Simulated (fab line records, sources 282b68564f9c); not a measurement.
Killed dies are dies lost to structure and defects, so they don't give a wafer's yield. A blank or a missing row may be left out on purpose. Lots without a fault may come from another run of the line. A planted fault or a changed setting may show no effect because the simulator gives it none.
A struck lot beside a sound one | flow rit_cmos | 28 steps out of a route of 202
Sound: wafers L607.2, L607.4, L607.6. Struck: wafers L603.1, L603.3, L603.6. The cause comes at the end.
At each step with rows: each side's tool, then ch and its chambers, then its first start. Under that, the readings that differ: sound wafers | struck wafers | difference of the means | sigmas: that difference in standard deviations of wafers without a fault.
alike: readings whose means differ by less than 2 such deviations, and words and numbers that are the same on both sides. not compared: withheld readings, readings that some wafer has no value for, bounds like >300 that may hide the same value, and numbers for which the record gives no deviation and whose values overlap.
The two part at a step that has a row with sigmas, a row that says differs or no value, or rows on one side only. Numbers that don't overlap but have no deviation are shown without sigmas and don't part them. A reading that every wafer of one side lacks parts them only if that side has two wafers or more.

RIT_FOX2_THK_MEAS_01:
  sound on film_metro-02, day 5 03:41; struck on film_metro-04, day 4 06:36
  alike: FOX2_OXIDE_THK
then, 2 steps without rows for these wafers: RIT_FOX2_CLEAN_02 (cleans in dHF, time 180 s); RIT_FOX2_WET_ETCH_03 (etches Si3N4 in H3PO4, target depth 195 nm, time 2700 s).
RIT_FOX2_THK_MEAS_90:
  sound on film_metro-03, day 5 04:34; struck on film_metro-03, day 4 07:29
  alike: FIELD_OXIDE_LEFT_1_THK
then, 6 steps without rows for these wafers: RIT_NWELL_HMDS_00 (prime time 60 s); RIT_NWELL_COAT_01 (resist thk 1300 nm); RIT_NWELL_SOFTBAKE_02 (time 60 s); RIT_NWELL_EXPOSE_03 (exposes mask M2, target cd 43900 nm); RIT_NWELL_PEB_04; RIT_NWELL_DEVELOP_05 (develop time 68 s).
RIT_NWELL_OVL_MEAS_06:
  sound on overlay-01, day 5 05:37; struck on overlay-01, day 4 08:25
  alike: NWELL_OVL
then, 1 step without rows for these wafers: RIT_NWELL_HARDBAKE_07 (time 120 s).
RIT_NWELL_IMPLANT_08:
  sound on implanter-01 ch 0, day 5 05:56; struck on implanter-04 ch 0, day 4 08:42
  reading            | sound                         | struck                       | difference | sigmas
  dose_ions_cm2      | 4.985e+13 4.993e+13 4.991e+13 | 7.99e+13 7.992e+13 7.999e+13 | +3.00e+13  | +99 or more
  faraday_current_uA | 164 157 161                   | 261 251 259                  | +96        | +31
RIT_NWELL_STRIP_09: strips in O2, time 180 s.
  sound on plasma_asher-03 ch 1, day 5 06:03; struck on plasma_asher-03 ch 0,1, day 4 08:51
  alike: drypump_motor_current_A
  not compared: rf_hours_counter_h
RIT_NWELL_TW_MEAS_10:
  sound on film_metro-01, day 5 06:14; struck on film_metro-02, day 4 09:15
  reading  | sound          | struck         | difference | sigmas
  NWELL_TW | 2154 2157 2151 | 2512 2493 2506 | +350       | +38
  not compared: hold
then, 5 steps without rows for these wafers: RIT_PWELL_COAT_01 (resist thk 1300 nm); RIT_PWELL_SOFTBAKE_02 (time 60 s); RIT_PWELL_EXPOSE_03 (exposes mask M3, target cd 43700 nm); RIT_PWELL_PEB_04; RIT_PWELL_DEVELOP_05 (develop time 68 s).
RIT_PWELL_OVL_MEAS_06:
  sound on overlay-01, day 5 07:10; struck on overlay-01, day 4 11:34
  alike: PWELL_OVL
then, 2 steps without rows for these wafers: RIT_PWELL_HARDBAKE_07 (time 120 s); RIT_PWELL_IMPLANT_08.
RIT_PWELL_STRIP_09: strips in O2, time 180 s.
  sound on plasma_asher-01 ch 0,1, day 5 07:36; struck on plasma_asher-01 ch 0,1, day 4 12:08
  alike: drypump_motor_current_A
  not compared: rf_hours_counter_h
RIT_PWELL_TW_MEAS_10:
  sound on film_metro-01, day 5 07:47; struck on film_metro-01, day 4 12:18
  reading  | sound       | struck      | difference | sigmas
  PWELL_TW | 961 958 954 | 941 942 942 | -16        | -4
then, 1 step without rows for these wafers: RIT_WELLDRIVE_ANNEAL_00 (time 14700 s).
RIT_WELLDRIVE_RS_MEAS_01: measures by four-point-probe.
  sound on film_metro-03, day 5 13:42; struck on film_metro-02, day 4 17:44
  reading           | sound             | struck            | difference | sigmas
  NWELL_RS (ohm/sq) | 275.5 274.9 275.4 | 207.9 208.3 207.8 | -67.3      | -92
  not compared: hold
RIT_M1_PROBE_99:
  the record has rows for the sound wafers here (prober-02, day 6 23:43) and none for the struck ones

WHERE THEY PART
First at RIT_NWELL_IMPLANT_08; last, within this record, at RIT_M1_PROBE_99.

WHY: what the simulator had put in
Process parameter drift: implanter-04, from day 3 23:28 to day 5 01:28, at RIT_NWELL_IMPLANT_08. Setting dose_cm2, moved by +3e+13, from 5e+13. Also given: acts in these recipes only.
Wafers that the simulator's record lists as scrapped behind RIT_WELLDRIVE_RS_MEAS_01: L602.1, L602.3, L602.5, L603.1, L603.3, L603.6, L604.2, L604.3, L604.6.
